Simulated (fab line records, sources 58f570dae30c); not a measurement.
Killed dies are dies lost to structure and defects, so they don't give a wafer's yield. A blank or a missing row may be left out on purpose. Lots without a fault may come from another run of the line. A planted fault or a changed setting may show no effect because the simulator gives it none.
Which tool did it? | flow berkeley_cmos170 | 14 lots, 42 wafers sampled, at 4 steps of a route of 331

WHAT THE GAUGES READ, wafer by wafer
UCB170_V2_THK_MEAS_01.
lot  | measured     | on            | V2_TEOS_THK (nm)
L188 | day 9 06:53  | film_metro-01 | 2000 1983 2036
L191 | day 9 07:23  | film_metro-01 | 1964 1985 1999
L189 | day 9 06:41  | film_metro-04 | 2007 1990 2013
L192 | day 9 07:13  | film_metro-01 | 2007 2001 2017
L190 | day 9 09:51  | film_metro-04 | 1996 2032 2031
L193 | day 10 13:13 | film_metro-01 | 1987 2012 2066
L202 | day 12 17:57 | film_metro-01 | 2018 2001 2045
L206 | day 13 01:58 | film_metro-03 | 1986 1988 2000
L204 | day 13 03:06 | film_metro-03 | 1985 1966 2026
L203 | day 13 03:45 | film_metro-04 | 2002 2028 2057
L207 | day 13 08:12 | film_metro-03 | 2001 2009 2057
L210 | day 13 12:33 | film_metro-04 | 1981 1995 2029
L208 | day 13 08:58 | film_metro-03 | 1973 2020 2000
L211 | day 14 00:36 | film_metro-01 | 2016 2012 2033

UCB170_M3_OVL_MEAS_16.
lot  | measured     | on         | M3_OVL (nm)
L188 | day 9 12:20  | overlay-01 | 7 1 8
L191 | day 9 12:59  | overlay-01 | 1 3 2
L189 | day 9 12:08  | overlay-02 | -6 -4 4
L192 | day 9 12:25  | overlay-02 | -2 -2 -4
L190 | day 9 14:46  | overlay-02 | -1 2 2
L193 | day 10 18:27 | overlay-02 | 7 8 9
L202 | day 13 01:44 | overlay-01 | 3 0 4
L206 | day 13 08:17 | overlay-02 | -2 -8 1
L204 | day 13 08:59 | overlay-02 | -1 -6 2
L203 | day 13 10:11 | overlay-02 | -8 1 -6
L207 | day 13 13:17 | overlay-01 | 4 -8 7
L210 | day 13 17:49 | overlay-02 | 7 2 3
L208 | day 13 14:11 | overlay-01 | 18 11 16
L211 | day 14 05:27 | overlay-02 | 6 10 8

WHICH TOOL RAN EACH LOT (tool, then ch and the chambers of the sampled wafers, then the start)
lot  | UCB170_SILICIDE_RTA_04           | UCB170_V1_STRIP_15
L188 | rtp_anneal-01 ch 0, day 8 11:14  | plasma_asher-03 ch 0,1, day 9 01:45
L191 | rtp_anneal-01 ch 0, day 8 11:55  | plasma_asher-03 ch 0,1, day 9 01:55
L189 | rtp_anneal-01 ch 0, day 8 12:25  | plasma_asher-02 ch 0,1, day 9 01:37
L192 | rtp_anneal-01 ch 0, day 8 12:37  | plasma_asher-02 ch 0,1, day 9 01:52
L190 | rtp_anneal-01 ch 0, day 8 12:55  | plasma_asher-02 ch 0,1, day 9 05:19
L193 | rtp_anneal-02 ch 0, day 9 23:02  | plasma_asher-02 ch 0,1, day 10 10:01
L202 | rtp_anneal-02 ch 0, day 12 02:57 | plasma_asher-02 ch 1, day 12 14:52
L206 | rtp_anneal-01 ch 0, day 12 03:17 | plasma_asher-01 ch 0,1, day 12 19:09
L204 | rtp_anneal-02 ch 0, day 12 03:18 | plasma_asher-02 ch 0,1, day 12 23:34
L203 | rtp_anneal-01 ch 0, day 12 03:29 | plasma_asher-01 ch 0,1, day 12 23:46
L207 | rtp_anneal-02 ch 0, day 12 10:44 | plasma_asher-03 ch 0,1, day 13 04:19
L210 | rtp_anneal-01 ch 0, day 12 11:09 | plasma_asher-01 ch 0,1, day 13 08:55
L208 | rtp_anneal-01 ch 0, day 12 11:27 | plasma_asher-02 ch 0,1, day 13 04:38
L211 | rtp_anneal-01 ch 0, day 13 07:34 | plasma_asher-02 ch 0,1, day 13 20:54
- UCB170_SILICIDE_RTA_04: time 15 s.
- UCB170_V1_STRIP_15: strips in O2.

WHAT THE TOOLS THEMSELVES READ (means of the sampled wafers that have a number; where no wafer has one, the mark that the record gives instead)
UCB170_SILICIDE_RTA_04.
lot  | tool          | anneal_temp_c_max | chamber_o2_ppm | lamp_power_pct (%) | wafer_temp_C_max
L188 | rtp_anneal-01 | 652.3             | 2.018          | 8.7                | 652.9
L191 | rtp_anneal-01 | 652.6             | 1.979          | 8.7                | 652.6
L189 | rtp_anneal-01 | 652.1             | 2.007          | 8.7                | 652.8
L192 | rtp_anneal-01 | 652.0             | 302.007        | 8.7                | 653.4
L190 | rtp_anneal-01 | 652.9             | 301.993        | 8.7                | 652.4
L193 | rtp_anneal-02 | 652.4             | 1.999          | 9.8                | 654.6
L202 | rtp_anneal-02 | 652.1             | 2.007          | 9.8                | 655.0
L206 | rtp_anneal-01 | 653.0             | 2.018          | 8.7                | 652.8
L204 | rtp_anneal-02 | 652.5             | 1.993          | 9.8                | 654.5
L203 | rtp_anneal-01 | 651.8             | 2.022          | 8.7                | 653.4
L207 | rtp_anneal-02 | 652.4             | 2.003          | 9.8                | 654.4
L210 | rtp_anneal-01 | 652.2             | 1.989          | 8.7                | 652.7
L208 | rtp_anneal-01 | 652.4             | 1.974          | 8.7                | 652.7
L211 | rtp_anneal-01 | 652.6             | 1.956          | 8.7                | 652.4

UCB170_V1_STRIP_15.
lot  | tool            | drypump_motor_current_A (A) | oes_product_au (a.u.) | strip_time_to_endpoint_s (s)
L188 | plasma_asher-03 | 5.75                        | 0.723                 | 15.48
L191 | plasma_asher-03 | 5.60                        | 0.724                 | 15.34
L189 | plasma_asher-02 | 5.92                        | 0.722                 | 15.43
L192 | plasma_asher-02 | 5.78                        | 0.722                 | 15.40
L190 | plasma_asher-02 | 5.78                        | 0.722                 | 15.35
L193 | plasma_asher-02 | 5.93                        | 0.723                 | 15.30
L202 | plasma_asher-02 | 5.65                        | 0.724                 | 15.46
L206 | plasma_asher-01 | 5.99                        | 0.722                 | 15.22
L204 | plasma_asher-02 | 5.79                        | 0.722                 | 15.32
L203 | plasma_asher-01 | 5.90                        | 0.723                 | 15.40
L207 | plasma_asher-03 | 5.77                        | 0.719                 | 15.36
L210 | plasma_asher-01 | 5.89                        | 0.720                 | 15.37
L208 | plasma_asher-02 | 5.79                        | 0.721                 | 15.25
L211 | plasma_asher-02 | 5.93                        | 0.724                 | 15.45

THE ANSWER, worked out from the rows above alone
Rule: what is usual is taken from the lots themselves. Put in order of their means at a reading, lots are off if they are a third of the lots or fewer, leave a main group of 4 or more, and stand apart from it by a gap of 3 or more times the standard deviation of the main group's means; of several such gaps the widest counts. A main group whose means are all the same, to the digits that the tables above print for the reading, isn't used. A lot without any number at a reading at which 4 lots or more have one is off too. The other lots that the step has rows for count as sound. The gauges are gone through in route order, then the tools' own readings, and for those a lot's mean is taken as printed above. The first step at which some lot is off is used, and at that step the reading that is off furthest; a lot without a number counts as furthest.
Off: L192, L190, at UCB170_SILICIDE_RTA_04 (chamber_o2_ppm). The main group: mean 1.997, standard deviation 0.019.
A tool fits if, at that step or a process step before it, it ran every lot that is off, and no sound lot after the first of them. None of those tried fits.

WHAT THE SIMULATOR HAD PUT IN
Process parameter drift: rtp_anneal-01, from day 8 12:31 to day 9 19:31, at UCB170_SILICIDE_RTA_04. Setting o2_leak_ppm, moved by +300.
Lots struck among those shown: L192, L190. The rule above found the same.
